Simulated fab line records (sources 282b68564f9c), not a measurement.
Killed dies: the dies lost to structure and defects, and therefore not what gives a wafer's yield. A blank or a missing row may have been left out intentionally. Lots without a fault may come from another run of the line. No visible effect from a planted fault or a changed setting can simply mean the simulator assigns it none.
Which tool did it?    flow ritCmos    Sampling: 13 lots, 39 wafers, 3 of 202 route steps

## WHAT THE GAUGES SHOWED, per wafer
RIT_SILICIDE_RS_MEAS_02: a four-point-probe measurement. Usual: SILICIDE_TI_RS gives 49.6 ohm/sq (standard deviation 0.7).
lot   measured     on            SILICIDE_TI_RS (ohm/sq)            flag
L357  day 3 05:46  filmMetro-03  49.4 49.5 49.2                     
L358  day 3 08:47  filmMetro-03  49.5 48.9 49.8                     
L360  day 3 18:04  filmMetro-04  49.5 49.4 48.7                     
L361  day 4 03:25  filmMetro-03  49.2 49.7 48.8                     
L363  day 4 11:56  filmMetro-02  50.9 50.0 51.4                     
L364  day 4 14:56  filmMetro-03  50.4 50.2 50.4                     
L365  day 4 22:20  filmMetro-03  49.0 49.0 49.4                     
L366  day 5 04:31  filmMetro-04  50.5 51.1 50.9                     
L367  day 5 06:25  filmMetro-03  49.3 49.5 49.1                     
L368  day 5 13:35  filmMetro-03  49.7 49.0 49.7                     
L369  day 5 20:49  filmMetro-02  50.9 51.0 50.3                     
L370  day 5 22:53  filmMetro-04  49.9 50.6 50.0                     
L373  day 6 12:31  filmMetro-03  170.3 170.5 48.7 174.9 174.7 49.2  OFF

RIT_SILICIDE_THK_MEAS_03: measures by xrf. Usual: SILICIDE_TI_THK gives 28.9 nm (standard deviation 0.41).
lot   measured     on            SILICIDE_TI_THK (nm)           flag
L357  day 3 05:53  filmMetro-03  29.2 29.0 29.3                 
L358  day 3 08:53  filmMetro-03  29.2 29.5 29.0                 
L360  day 3 18:10  filmMetro-04  28.8 29.0 29.1                 
L361  day 4 03:32  filmMetro-03  29.3 29.1 29.5                 
L363  day 4 12:04  filmMetro-02  28.3 28.7 28.1                 
L364  day 4 15:02  filmMetro-03  28.7 28.8 28.7                 
L365  day 4 22:26  filmMetro-03  29.4 29.4 29.2                 
L366  day 5 04:38  filmMetro-04  28.5 28.1 28.2                 
L367  day 5 06:32  filmMetro-03  29.0 29.0 29.3                 
L368  day 5 13:43  filmMetro-03  28.8 29.2 28.9                 
L369  day 5 20:56  filmMetro-02  28.1 28.1 28.2                 
L370  day 5 23:00  filmMetro-04  28.7 28.3 28.6                 
L373  day 6 14:57  filmMetro-03  11.2 11.1 29.3 11.1 11.1 29.4  OFF

## TOOL THAT RAN EACH LOT (tool first, then ch and the chambers of the sampled wafers, then the start)
lot   RIT_SILICIDE_SPUTTER_01
L357  pvdSputter-03, day 3 05:37
L358  pvdSputter-02, day 3 08:37
L360  pvdSputter-02, day 3 17:53
L361  pvdSputter-03, day 4 03:16
L363  pvdSputter-02, day 4 11:47
L364  pvdSputter-04, day 4 14:46
L365  pvdSputter-02, day 4 22:10
L366  pvdSputter-03, day 5 04:22
L367  pvdSputter-02, day 5 06:16
L368  pvdSputter-03, day 5 13:26
L369  pvdSputter-02, day 5 20:40
L370  pvdSputter-04, day 5 22:43
L373  pvdSputter-02, day 6 12:22
- RIT_SILICIDE_SPUTTER_01: material Ti, target thk 30 nm, time 234.8 s.

## AS READ BY THE TOOLS THEMSELVES (means over the sampled wafers that have a number; for cases with no such wafer, the mark the record gives instead)
RIT_SILICIDE_SPUTTER_01. Usual: 29.4 % for throttleValvePct, sd 1.2.
lot   tool           throttleValvePct (%)  flag
L357  pvdSputter-03  29.1                  
L358  pvdSputter-02  28.6                  
L360  pvdSputter-02  30.0                  
L361  pvdSputter-03  29.6                  
L363  pvdSputter-02  29.2                  
L364  pvdSputter-04  30.2                  
L365  pvdSputter-02  29.5                  
L366  pvdSputter-03  29.1                  
L367  pvdSputter-02  29.3                  
L368  pvdSputter-03  29.6                  
L369  pvdSputter-02  30.0                  
L370  pvdSputter-04  30.0                  
L373  pvdSputter-02  29.2                  

## THE ANSWER, worked out from the rows above alone
Rule: a lot counts as off when the mean over its wafers that have a number is more than 3 standard deviations away from the usual mean. A lot without any number at a reading at which 4 lots or more have one is off too. Any other lot the step has rows for is counted as sound. After the gauges, taken in route order, come the tools' own readings; for these a lot's mean is taken, as printed above. At the first step where some lot is off, the reading lying furthest off is the one used; lots without a number count as furthest.
Off: L373, at RIT_SILICIDE_RS_MEAS_02 (SILICIDE_TI_RS).
If a tool, at a process step before that reading, ran all the lots that are off and no sound lot after the first of them, it fits. Those tools and the gauges at RIT_SILICIDE_RS_MEAS_02 are tried in the same way. This does not decide it: 2 tools fit, namely pvdSputter-02 at RIT_SILICIDE_SPUTTER_01 and filmMetro-03 at RIT_SILICIDE_RS_MEAS_02.

## WHAT THE SIMULATOR PUT IN
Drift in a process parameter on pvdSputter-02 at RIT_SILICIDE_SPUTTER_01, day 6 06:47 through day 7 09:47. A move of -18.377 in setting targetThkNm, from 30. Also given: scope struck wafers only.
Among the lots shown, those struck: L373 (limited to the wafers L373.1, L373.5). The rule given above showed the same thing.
